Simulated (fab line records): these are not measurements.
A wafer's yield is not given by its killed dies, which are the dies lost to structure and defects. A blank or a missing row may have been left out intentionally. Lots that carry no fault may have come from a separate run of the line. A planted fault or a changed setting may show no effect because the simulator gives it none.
Code-filled problem report in 8D (eight disciplines) form / flow berkeley_cmos170 / the parts of the form that need people (team, actions taken, sign-off) are left out

== 1. THE ISSUE ==
Mean GATE_OVL at UCB170_GATE_OVL_MEAS_13: -124 nm over 12 wafers in 4 lots; fault-free wafers: 5 nm, standard deviation 5.1. That puts it -25 standard deviations away from the usual mean.
The first sign was on wafer L589.1 at day 8 18:24, on overlay-01. At this step, 48 wafers from 16 lots have a number in the record. Rule for "out", or "out of limits": more than 4 standard deviations from the usual mean. The rest of the wafers with a number are treated as sound.

== 2. WHAT IT IS, AND WHAT IT ISN'T ==
question=which readings at this step | is=GATE_OVL | is not=-
question=which lots | is=L589, L593, L598, L600 | is not=L580, L581, L584, L585, L586, L587, L588, L590, L591, L592, L595, L603
question=which wafers of those lots | is=all that have a number | is not=-
question=read on which gauges | is=overlay-01, overlay-02 | is not=-
question=when | is=from day 8 18:24 | is not=up to then (30 sound wafers); but 6 sound wafers of L595, L603 came after

== 3. WHAT RULES OUT EACH SUSPECT ==
Counting: a tool stays on the suspect list if, at a process step up to the reading, it processed all lots that are out and no sound lot following the first of them.
- the gauge at UCB170_GATE_OVL_MEAS_13 is ruled out. The wafers that are out were read on 2 gauges (overlay-01, overlay-02).
- krf_scanner-01 at UCB170_GATE_EXPOSE_09 (exposes mask POLY, target cd 350 nm): kept. All lots that are out passed through it, beginning with L589 at day 8 17:47, and no sound lot followed; its final sound lot before that point was L592 at day 8 17:13.
Left after counting: krf_scanner-01 at UCB170_GATE_EXPOSE_09.

== 4. THE CAUSE (what the simulator had put in) ==
Scanner matching overlay: krf_scanner-01, from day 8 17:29 on, at UCB170_GATE_EXPOSE_09. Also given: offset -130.
After counting, this tool was the only one left.

== 5. THE EFFECT CHAIN, in route order ==
Each row: a reading where the mean over the struck wafers with a number is more than 3 standard deviations away from the usual. Only readings for which the record gives a usual standard deviation are gone through. hours: the time from each lot's start at the first step in this table that gives one to its start at this step, as a median over the lots. sigmas: the change in usual standard deviations.
hours=0; step=UCB170_GATE_OVL_MEAS_13; reading=GATE_OVL; usual=5 nm; on struck wafers=-124; change=-130; sigmas=-25

== 6. HOW IT WOULD HAVE BEEN CAUGHT EARLIER ==
In this record the first reading out of limits at a measuring or inspecting step was taken at day 8 18:24, 1 hour after the fault began at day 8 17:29.
An alarm limit of 4 standard deviations would not have fired on the tool readings at UCB170_GATE_EXPOSE_09 for which the record gives a usual standard deviation, since none of them was out on any struck wafer.
Among the 4 lots that are out, L593, L598, L600 began UCB170_GATE_EXPOSE_09 on krf_scanner-01 after day 8 18:24. A hold on the tool at that time would have spared those 3.
